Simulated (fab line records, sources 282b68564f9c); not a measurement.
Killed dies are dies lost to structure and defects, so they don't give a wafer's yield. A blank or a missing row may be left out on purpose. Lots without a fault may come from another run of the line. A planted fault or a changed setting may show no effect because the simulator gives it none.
Which tool did it? | flow rit_cmos | 15 lots, 45 wafers sampled, at 2 steps of a route of 202

WHAT THE GAUGES READ, wafer by wafer
RIT_NSD_OVL_MEAS_06. Usual: NSD_OVL 0.8 nm, standard deviation 1.4.
lot  | measured    | on         | NSD_OVL (nm)                        | flag
L451 | day 3 00:15 | overlay-01 | 0.5 1.2 0.3                         |
L452 | day 3 05:22 | overlay-01 | 3.0 1.8 3.8                         |
L453 | day 3 11:53 | overlay-02 | -0.1 -0.2 -0.2                      |
L454 | day 3 14:34 | overlay-01 | -0.5 -1.8 -1.8                      |
L455 | day 3 20:14 | overlay-01 | 0.3 0.7 -0.2                        |
L456 | day 4 00:34 | overlay-01 | 1.4 1.0 2.7                         |
L457 | day 4 04:58 | overlay-02 | 419.3 420.8 420.4 418.9 419.8 420.4 | OFF
L458 | day 4 11:13 | overlay-01 | 3.0 4.4 3.4                         |
L460 | day 4 21:11 | overlay-01 | 421.4 422.6 423.1 421.2 422.4 422.7 | OFF
L461 | day 5 01:01 | overlay-02 | 420.4 420.7 422.5 420.0 420.4 421.8 | OFF
L463 | day 5 10:13 | overlay-02 | 422.2 422.5 420.7 422.5 422.8 420.1 | OFF
L464 | day 5 16:44 | overlay-01 | 1.0 0.2 -0.2                        |
L465 | day 5 21:05 | overlay-02 | 2.4 2.1 3.0                         |
L467 | day 6 06:40 | overlay-02 | -1.4 -1.6 -0.8                      |
L469 | day 6 16:53 | overlay-02 | -0.7 1.0 -2.0                       |

WHICH TOOL RAN EACH LOT (tool, then ch and the chambers of the sampled wafers, then the start)
lot  | RIT_NSD_EXPOSE_03
L451 | iline_stepper-01 ch 0, day 2 23:45
L452 | iline_stepper-01 ch 0, day 3 04:59
L453 | iline_stepper-02 ch 0, day 3 11:31
L454 | iline_stepper-01 ch 0, day 3 14:11
L455 | iline_stepper-01 ch 0, day 3 19:50
L456 | iline_stepper-02 ch 0, day 4 00:10
L457 | iline_stepper-01 ch 0, day 4 04:35
L458 | iline_stepper-02 ch 0, day 4 10:52
L460 | iline_stepper-01 ch 0, day 4 20:47
L461 | iline_stepper-01 ch 0, day 5 00:37
L463 | iline_stepper-01 ch 0, day 5 09:49
L464 | iline_stepper-02 ch 0, day 5 16:20
L465 | iline_stepper-02 ch 0, day 5 20:39
L467 | iline_stepper-02 ch 0, day 6 06:17
L469 | iline_stepper-02 ch 0, day 6 16:18
- RIT_NSD_EXPOSE_03: exposes mask M9, target cd 40700 nm.

WHAT THE TOOLS THEMSELVES READ (means of the sampled wafers that have a number; where no wafer has one, the mark that the record gives instead)
The record holds no such reading with a usual standard deviation.

THE ANSWER, worked out from the rows above alone
Rule: a lot is off if the mean of its wafers that have a number lies more than 3 standard deviations from the usual mean. A lot without any number at a reading at which 4 lots or more have one is off too. The other lots that the step has rows for count as sound. The gauges are gone through in route order, then the tools' own readings, and for those a lot's mean is taken as printed above. The first step at which some lot is off is used, and at that step the reading that is off furthest; a lot without a number counts as furthest.
Off: L457, L460, L461, L463, at RIT_NSD_OVL_MEAS_06 (NSD_OVL).
A tool fits if, at a process step before that reading, it ran every lot that is off, and no sound lot after the first of them. The gauges at RIT_NSD_OVL_MEAS_06 are tried like those tools. One fits: iline_stepper-01 at RIT_NSD_EXPOSE_03. Its last sound lot is L455 (day 3 19:50), its first lot that is off L457 (day 4 04:35): a fault that began between those two fits.

WHAT THE SIMULATOR HAD PUT IN
Scanner matching overlay: iline_stepper-01, from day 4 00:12 on, at RIT_NSD_EXPOSE_03. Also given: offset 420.
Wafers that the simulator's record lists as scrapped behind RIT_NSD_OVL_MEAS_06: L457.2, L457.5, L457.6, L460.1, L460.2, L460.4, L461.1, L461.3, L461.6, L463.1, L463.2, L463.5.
Lots struck among those shown: L457, L460, L461, L463. The rule above found the same.
